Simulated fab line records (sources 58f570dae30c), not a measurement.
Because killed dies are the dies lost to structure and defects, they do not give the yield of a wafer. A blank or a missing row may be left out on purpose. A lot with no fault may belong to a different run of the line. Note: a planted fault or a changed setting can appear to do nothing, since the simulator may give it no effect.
Chamber matching + flow berkeley-cmos170 + UCB170_V2_ETCH_14 on rie-diel-02: 3 sister chambers
The step etches SiO2 in CHF3/CF4/Ar, stops on Al, target depth 1250 nm, time 291 s. 6 wafers are shown with their chamber, then 6 later ones without.

== WAFERS WITH THEIR CHAMBER ==
| wafer  | chamber | drypump-motor-current-A (A) | throttle-valve-pct (%) |
|--------|---------|-----------------------------|------------------------|
| L122.1 | 1       | 5.04                        | 6.91                   |
| L122.6 | 1       | 5.05                        | 6.91                   |
| L125.3 | 0       | 5.82                        | 7.00                   |
| L125.5 | 3       | 5.80                        | 6.91                   |
| L129.2 | 0       | 5.81                        | 7.01                   |
| L129.4 | 3       | 5.78                        | 6.89                   |

== WAFERS WITHOUT THEIR CHAMBER ==
| wafer  | drypump-motor-current-A (A) | throttle-valve-pct (%) |
|--------|-----------------------------|------------------------|
| L129.6 | 5.76                        | 6.88                   |
| L135.1 | 5.04                        | 6.89                   |
| L135.5 | 5.04                        | 6.90                   |
| L135.6 | 5.80                        | 7.01                   |
| L142.1 | 5.05                        | 6.90                   |
| L142.3 | 5.78                        | 6.88                   |

== THE CHAMBER EACH PASSED THROUGH ==
| wafer  | from the rows above | in truth |
|--------|---------------------|----------|
| L129.6 | 3                   | 3        |
| L135.1 | 1                   | 1        |
| L135.5 | 1                   | 1        |
| L135.6 | 0                   | 0        |
| L142.1 | 1                   | 1        |
| L142.3 | 3                   | 3        |
6 of 6 placed correctly. Left unplaced by these rows: 0. Wrongly placed: 0.
How it was worked out, from the rows above alone: a wafer's distance from a chamber is the root of the sum, over the readings, of the square of ((its reading less the chamber's mean) divided by the reading's scatter). If the next closest chamber is less than 2 further off than the closest, the wafer can't be placed; otherwise it belongs to the closest. The mean given for a chamber averages the wafers shown for that chamber. The scatter: the root of (the sum of the squares of (reading less its chamber's mean) over the shown wafers, divided by (wafers less chambers)).
